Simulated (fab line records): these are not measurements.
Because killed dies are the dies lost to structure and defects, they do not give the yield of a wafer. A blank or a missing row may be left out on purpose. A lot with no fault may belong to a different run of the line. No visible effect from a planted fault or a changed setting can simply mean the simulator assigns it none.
The tool behind it: which one?	flow berkeley cmos170	18 wafers sampled from 6 lots at 1 step of a route of 331

== WHAT THE GAUGES SHOWED, per wafer ==
UCB170_SCREENOX_THK_MEAS_02.
lot	measured	on	SCREENOX_OXIDE_THK (nm)
L160	day 5 14:35	film metro-04	13.39 13.76 13.59
L164	day 6 12:52	film metro-02	14.02 13.92 13.98
L173	day 8 10:36	film metro-04	14.22 14.43 14.03
L175	day 8 21:23	film metro-01	13.80 13.67 13.47
L179	day 9 11:17	film metro-01	14.26 14.10 14.11
L181	day 10 05:34	film metro-04	13.56 13.36 13.55

== WHAT TOOL EACH LOT RAN ON (gives the tool, then ch and the chambers of the sampled wafers, and finally the start) ==
There is no process step in the record ahead of these readings.

== THE ANSWER, worked out from the rows above alone ==
Rule: the usual values come from the lots themselves. The widest of any qualifying gaps counts: lots, ordered by their means at a reading, are off when they make up no more than a third of the lots, leave a main group of 4 or more, and stand apart from it by 3 or more times the standard deviation of that group's means. A main group whose means are all the same, to the digits that the tables above print for the reading, isn't used. A lot without any number at a reading at which 4 lots or more have one is off too. The other lots that the step has rows for count as sound.
None of the lots is off at any reading shown; this tells nothing.

== WHAT THE SIMULATOR HAD PUT IN ==
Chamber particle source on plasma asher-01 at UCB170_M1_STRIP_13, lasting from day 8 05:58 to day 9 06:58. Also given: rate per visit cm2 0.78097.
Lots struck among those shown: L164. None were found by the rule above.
